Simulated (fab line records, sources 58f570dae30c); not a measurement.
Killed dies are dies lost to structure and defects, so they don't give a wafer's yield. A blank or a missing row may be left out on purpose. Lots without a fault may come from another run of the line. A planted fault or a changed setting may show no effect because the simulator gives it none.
Split-lot experiment | flow berkeley_cmos170 | 5 lots, 23 wafers read, on a route of 331 steps

THE SPLIT
At UCB170_V1_CMP_02 (polishes SiO2), the setting leave_above_ref_nm was moved away from the recipe's 1000 nm on 8 of the 23 wafers read, by +5.3% to +7.3%. The other wafers ran this setting at the recipe's value.

The file shows no step between the split and the reading.

THE READING
V1_POLISHED_THK, in nm, at UCB170_V1_THK_MEAS_04. Fault-free wafers of this fab line usually give 1000.2 nm, standard deviation 1.2 nm.

wafer  | tool, chamber at the split | leave_above_ref_nm as run, nm | against the recipe | V1_POLISHED_THK, nm | against lot-mates on the recipe
L078.1 | cmp-02, 1                  | 1000                          | recipe             | 1000.6              | -
L078.2 | cmp-02, 3                  | 1000                          | recipe             | 1000.5              | -
L078.3 | cmp-02, 2                  | 1053                          | +5.3%              | 1052.2              | +51.4
L078.4 | cmp-02, 0                  | 1053                          | +5.3%              | 1054.3              | +53.5
L078.5 | cmp-02, 1                  | 1000                          | recipe             | 1001.3              | -
L082.1 | cmp-02, 0                  | 1000                          | recipe             | 998.6               | -
L082.2 | cmp-02, 3                  | 1000                          | recipe             | 1000.0              | -
L082.3 | cmp-02, 2                  | 1000                          | recipe             | 999.6               | -
L082.4 | cmp-02, 1                  | 1000                          | recipe             | 1000.9              | -
L082.5 | cmp-02, 1                  | 1000                          | recipe             | 1000.3              | -
L083.1 | cmp-01, 2                  | 1071                          | +7.1%              | 1070.4              | +71.1
L083.2 | cmp-01, 3                  | 1071                          | +7.1%              | 1072.0              | +72.6
L083.4 | cmp-01, 1                  | 1000                          | recipe             | 998.7               | -
L083.5 | cmp-01, 2                  | 1071                          | +7.1%              | 1070.7              | +71.4
L083.6 | cmp-01, 3                  | 1000                          | recipe             | 1000.0              | -
L085.1 | cmp-01, 2,0                | 1073                          | +7.3%              | 1073.3              | +71.8
L085.2 | cmp-01, 3                  | 1000                          | recipe             | 1002.2              | -
L085.3 | cmp-01, 2,0                | 1073                          | +7.3%              | 1074.3              | +72.8
L085.4 | cmp-01, 1                  | 1000                          | recipe             | 1000.7              | -
L085.6 | cmp-01, 2                  | 1073                          | +7.3%              | 1073.7              | +72.2
L084.1 | cmp-02, 1                  | 1000                          | recipe             | 1001.7              | -
L084.5 | cmp-02, 3                  | 1000                          | recipe             | 1001.5              | -
L084.6 | cmp-02, 2                  | 1000                          | recipe             | 999.5               | -
Where a row lists several chambers, the file gives one row for several wafers and doesn't say which wafer went through which chamber.

THE FIT
A straight line over all 23 wafers: V1_POLISHED_THK changes by +10 nm for each +1% of leave_above_ref_nm; r = +1.00; the points scatter about the line by 0.98 nm.
The same after taking each lot's own level away (the mean of its wafers on the recipe; 23 wafers): +9.98 nm for each +1%; r = +1.00; scatter 0.87 nm.
On that fit, the largest move of leave_above_ref_nm shifts the reading by 73 nm.
The lots' own levels span 999.35 to 1001.45 nm, that is 1.8 times the standard deviation above.
So the lot-to-lot level changes the slope little: the two slopes agree.
Check: with one of the wafers moved furthest among these (+7.3%) left out of the fit, the line predicts +73.1 nm for it against its lot-mates. It came out at +71.8 nm against them.

OTHER SPLITS ON THESE WAFERS
These wafers also went through other splits before the reading. Each is held against what the fit with the lots' levels taken away leaves over:
other split on the same wafers       | wafers away from the commonest value | r with V1_POLISHED_THK (lot level and that fit taken away)
UCB170_SPACER_CVD_00 rf_w            | 10                                   | -0.46
UCB170_PSD_PEB_04 peb_temp_c         | 9                                    | -0.15
UCB170_NSD_COAT_01 resist_thk_nm     | 10                                   | -0.06
UCB170_BACKSIDE_STRIP_03 power_w     | 7                                    | -0.13
UCB170_SILICIDE_SPUTTER_01 power_w   | 7                                    | +0.16
UCB170_CONTACT_CVD_01 pressure_mtorr | 15                                   | -0.33
UCB170_CONTACT_SOFTBAKE_11 time_s    | 9                                    | +0.16

THE WHOLE CHAIN: every reading that the file lists as answering this split, in the file's order
step                  | what it does  | reading                                                                   | change (the file's fit)              | r (the file's)
UCB170_V1_CMP_02      | polishes SiO2 | SiO2_of_V1_CVD_00.thk_nm (the simulator's own value, which no gauge read) | +9.94 nm for each +1% of the setting | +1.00
UCB170_V1_THK_MEAS_04 |               | V1_POLISHED_THK                                                           | +9.97 for each +1% of the setting    | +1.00

THE FILE'S OWN FIT
V1_POLISHED_THK changes by +9.97 nm for each +1% of leave_above_ref_nm, r = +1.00.
